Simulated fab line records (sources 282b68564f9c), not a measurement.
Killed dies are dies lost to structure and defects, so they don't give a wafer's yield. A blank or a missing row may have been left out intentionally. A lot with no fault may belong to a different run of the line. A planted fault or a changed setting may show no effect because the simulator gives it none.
The tool behind it: which one? :: flow rit cmos :: 42 wafers from 14 lots sampled at 2 of the route's 202 steps

== WHAT EACH GAUGE READ, for each wafer ==
Not one reading of a measure or inspect step in the record can be checked against a usual standard deviation.

== WHAT TOOL EACH LOT RAN ON (gives the tool, then ch and the chambers of the sampled wafers, and finally the start) ==
lot: L281
RIT_M1_SOFTBAKE_05: litho track-03 ch 0, day 3 07:40
RIT_M1_PROBE_99: -

lot: L282
RIT_M1_SOFTBAKE_05: litho track-01 ch 0, day 3 13:22
RIT_M1_PROBE_99: -

lot: L283
RIT_M1_SOFTBAKE_05: litho track-03 ch 0, day 3 17:17
RIT_M1_PROBE_99: -

lot: L284
RIT_M1_SOFTBAKE_05: litho track-03 ch 0, day 3 23:11
RIT_M1_PROBE_99: -

lot: L285
RIT_M1_SOFTBAKE_05: litho track-02 ch 0, day 4 08:59
RIT_M1_PROBE_99: -

lot: L286
RIT_M1_SOFTBAKE_05: litho track-02 ch 0, day 4 10:43
RIT_M1_PROBE_99: -

lot: L287
RIT_M1_SOFTBAKE_05: litho track-03 ch 0, day 4 12:42
RIT_M1_PROBE_99: -

lot: L293
RIT_M1_SOFTBAKE_05: litho track-03 ch 0, day 6 04:16
RIT_M1_PROBE_99: prober-02, day 6 07:38

lot: L294
RIT_M1_SOFTBAKE_05: litho track-01 ch 0, day 6 06:08
RIT_M1_PROBE_99: -

lot: L295
RIT_M1_SOFTBAKE_05: litho track-03 ch 0, day 6 10:25
RIT_M1_PROBE_99: -

lot: L297
RIT_M1_SOFTBAKE_05: litho track-01 ch 0, day 6 23:28
RIT_M1_PROBE_99: -

lot: L298
RIT_M1_SOFTBAKE_05: litho track-02 ch 0, day 7 09:59
RIT_M1_PROBE_99: -

lot: L300
RIT_M1_SOFTBAKE_05: litho track-02 ch 0, day 7 11:41
RIT_M1_PROBE_99: prober-01, day 7 14:59

lot: L304
RIT_M1_SOFTBAKE_05: litho track-01 ch 0, day 8 09:06
RIT_M1_PROBE_99: -
- RIT_M1_SOFTBAKE_05: time 60 s.
- RIT_M1_PROBE_99

== AS READ BY THE TOOLS THEMSELVES (means over the sampled wafers that have a number; for cases with no such wafer, the mark the record gives instead) ==
RIT_M1_SOFTBAKE_05. Usual: heater power total W 34.56 W, standard deviation 0.05; plate temp C 90.00 C, standard deviation 0.13.
lot: L281
tool: litho track-03
heater power total W (W): 34.62
plate temp C (C): 90.04
flag: 

lot: L282
tool: litho track-01
heater power total W (W): 34.58
plate temp C (C): 89.94
flag: 

lot: L283
tool: litho track-03
heater power total W (W): 34.54
plate temp C (C): 90.02
flag: 

lot: L284
tool: litho track-03
heater power total W (W): 34.54
plate temp C (C): 90.04
flag: 

lot: L285
tool: litho track-02
heater power total W (W): 34.57
plate temp C (C): 89.88
flag: 

lot: L286
tool: litho track-02
heater power total W (W): 34.55
plate temp C (C): 90.11
flag: 

lot: L287
tool: litho track-03
heater power total W (W): 34.55
plate temp C (C): 90.04
flag: 

lot: L293
tool: litho track-03
heater power total W (W): 35.15
plate temp C (C): 91.37
flag: OFF

lot: L294
tool: litho track-01
heater power total W (W): 34.61
plate temp C (C): 89.72
flag: 

lot: L295
tool: litho track-03
heater power total W (W): 35.22
plate temp C (C): 91.35
flag: OFF

lot: L297
tool: litho track-01
heater power total W (W): 34.54
plate temp C (C): 89.88
flag: 

lot: L298
tool: litho track-02
heater power total W (W): 34.56
plate temp C (C): 90.15
flag: 

lot: L300
tool: litho track-02
heater power total W (W): 34.55
plate temp C (C): 89.98
flag: 

lot: L304
tool: litho track-01
heater power total W (W): 34.53
plate temp C (C): 89.89
flag: 

RIT_M1_PROBE_99. Usual: defect limited yield 97.4 %, standard deviation 1.2; killed_at_M0_to_M3 0.0, standard deviation 0.083; killed at contacts 0.1, standard deviation 0.23; killed at front end 7, standard deviation 3.1; killed dies 7, standard deviation 3.1; killed open 3.3, standard deviation 2; killed short 3.6, standard deviation 1.9; sort_bin_3_pad_short 0.1 %, standard deviation 0.23; sort_bin_5_function 1.5 %, standard deviation 0.81; sort_bin_6_memory 1.0 %, standard deviation 0.63; sort n pass 257, standard deviation 3.1; sort yield pct 97.4 %, standard deviation 1.2.
lot: L293
tool: prober-02
defect limited yield (%): 95.8
killed_at_M0_to_M3: 0.0
killed at contacts: 0.0
killed at front end: 11
killed dies: 11
killed open: 5.0
killed short: 6.0
sort_bin_3_pad_short (%): 0.1
sort_bin_5_function (%): 2.9
sort_bin_6_memory (%): 1.2
sort n pass: 253
sort yield pct (%): 95.8
flag: 

lot: L300
tool: prober-01
defect limited yield (%): 95.6
killed_at_M0_to_M3: 0.0
killed at contacts: 0.0
killed at front end: 12
killed dies: 12
killed open: 7.0
killed short: 4.7
sort_bin_3_pad_short (%): 0.3
sort_bin_5_function (%): 2.4
sort_bin_6_memory (%): 1.8
sort n pass: 252
sort yield pct (%): 95.6
flag: 

== THE ANSWER, worked out from the rows above alone ==
Rule: a lot counts as off when the mean over its wafers that have a number is more than 3 standard deviations away from the usual mean. A lot without any number at a reading at which 4 lots or more have one is off too. Any other lot the step has rows for is counted as sound. After the gauges, taken in route order, come the tools' own readings; for these a lot's mean is taken, as printed above. The first step at which some lot is off is used, and at that step the reading that is off furthest; a lot without a number counts as furthest.
Off: L293, L295, at RIT_M1_SOFTBAKE_05 (heater power total W).
A tool fits if, at that step or a process step before it, it ran every lot that is off, and no sound lot after the first of them. One fits: litho track-03 at RIT_M1_SOFTBAKE_05. Its last sound lot is L287 (day 4 12:42), its first lot that is off L293 (day 6 04:16): a fault that began between those two fits.
The tool's own readings at RIT_M1_SOFTBAKE_05 bear it out: on the lots that are off they differ by more than 5 times the standard deviation of the sound lots' means. heater power total W reads 35.19 W there against 34.56 W on the sound lots; plate temp C reads 91.36 C there against 89.97 C on the sound lots.

== WHAT THE SIMULATOR PUT IN ==
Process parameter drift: litho track-03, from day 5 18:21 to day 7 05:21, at RIT_M1_SOFTBAKE_05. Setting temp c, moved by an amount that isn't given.
Struck lots among those shown: L293, L295. Same finding as the rule above.
